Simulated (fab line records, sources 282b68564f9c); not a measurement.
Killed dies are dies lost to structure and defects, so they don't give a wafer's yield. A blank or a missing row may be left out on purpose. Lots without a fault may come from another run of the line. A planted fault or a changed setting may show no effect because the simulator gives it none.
Split-lot experiment | flow rit_cmos | 5 lots, 23 wafers read, on a route of 202 steps

THE SPLIT
At RIT_NLDD_SOFTBAKE_02 (time 60 s), the setting temp_c was moved away from the recipe's 90 C on 8 of the 23 wafers read, by -4.0% to +1.6%. The other wafers ran this setting at the recipe's value.

FROM THE SPLIT TO THE READING: what the file shows between them, 2 steps
- RIT_NLDD_EXPOSE_03: exposes mask M7, target cd 40700 nm
- RIT_NLDD_PEB_04

THE READING
NOVOLAK_of_NLDD_COAT_01.thk_nm (the simulator's own value, which no gauge read), in nm, at RIT_NLDD_DEVELOP_05 (develop time 50 s). The file gives no usual value for it. The 15 wafers here that ran the recipe average 1002.7 nm, standard deviation 3.1 nm.

wafer  | tool, chamber at the split | temp_c as run, C | against the recipe | NOVOLAK_of_NLDD_COAT_01.thk_nm, nm | against lot-mates on the recipe
L078.2 | litho_track-03, 0          | 91.44            | +1.6%              | 993.6                              | -5.0
L078.3 | litho_track-03, 0          | 90               | recipe             | 999.5                              | -
L078.4 | litho_track-03, 0          | 91.44            | +1.6%              | 994.6                              | -4.0
L078.5 | litho_track-03, 0          | 90               | recipe             | 997.6                              | -
L078.6 | litho_track-03, 0          | 90               | recipe             | 998.8                              | -
L080.1 | litho_track-01, 0          | 90               | recipe             | 1006                               | -
L080.5 | litho_track-01, 0          | 90               | recipe             | 1006                               | -
L080.4 | litho_track-01, 0          | 90               | recipe             | 1007                               | -
L081.1 | litho_track-04, 0          | 90               | recipe             | 1003                               | -
L081.2 | litho_track-04, 0          | 86.36            | -4.0%              | 1010                               | +8.7
L081.3 | litho_track-04, 0          | 90               | recipe             | 999.9                              | -
L081.5 | litho_track-04, 0          | 90               | recipe             | 1001                               | -
L081.6 | litho_track-04, 0          | 86.36            | -4.0%              | 1014                               | +12.7
L084.2 | litho_track-01, 0          | 90               | recipe             | 1004                               | -
L084.3 | litho_track-01, 0          | 87.07            | -3.3%              | 1012                               | +6.3
L084.4 | litho_track-01, 0          | 90               | recipe             | 1005                               | -
L084.5 | litho_track-01, 0          | 87.07            | -3.3%              | 1014                               | +8.3
L084.6 | litho_track-01, 0          | 90               | recipe             | 1008                               | -
L085.1 | litho_track-01, 0          | 90               | recipe             | 1003                               | -
L085.2 | litho_track-01, 0          | 87.76            | -2.5%              | 1006                               | +4.3
L085.3 | litho_track-01, 0          | 90               | recipe             | 1001                               | -
L085.5 | litho_track-01, 0          | 90               | recipe             | 1001                               | -
L085.6 | litho_track-01, 0          | 87.76            | -2.5%              | 1011                               | +9.3

THE FIT
A straight line over all 23 wafers: NOVOLAK_of_NLDD_COAT_01.thk_nm changes by -2.92 nm for each +1% of temp_c; r = -0.84; the points scatter about the line by 3.1 nm.
The same after taking each lot's own level away (the mean of its wafers on the recipe; 23 wafers): -2.57 nm for each +1%; r = -0.95; scatter 1.5 nm.
On that fit, the largest move of temp_c shifts the reading by 10 nm.
The lots' own levels span 998.63 to 1006.33 nm, that is 2.5 times the standard deviation above.
So the lot-to-lot level changes the slope: the two fits differ.
Check: with one of the wafers moved furthest among these (-4.0%) left out of the fit, the line predicts +10.8 nm for it against its lot-mates. It came out at +8.7 nm against them.

OTHER SPLITS ON THESE WAFERS
These wafers also went through other splits before the reading. Each is held against what the fit with the lots' levels taken away leaves over:
other split on the same wafers | wafers away from the commonest value | r with NOVOLAK_of_NLDD_COAT_01.thk_nm (lot level and that fit taken away)
RIT_ACTIVE_CVD_03 time_s       | 15                                   | +0.07
RIT_ACTIVE_EXPOSE_08 dose_mj   | 5                                    | +0.06
RIT_FOX1_OXIDATION_00 temp_c   | 10                                   | +0.14
RIT_NWELL_IMPLANT_08 dose_cm2  | 7                                    | -0.20
RIT_PWELL_IMPLANT_08 dose_cm2  | 7                                    | -0.18
RIT_NRETRO_SOFTBAKE_02 temp_c  | 4                                    | +0.33
RIT_NRETRO_IMPLANT_08 dose_cm2 | 10                                   | +0.11

THE FILE'S OWN FIT
NOVOLAK_of_NLDD_COAT_01.thk_nm changes by -2.51 nm for each +1% of temp_c, r = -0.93.
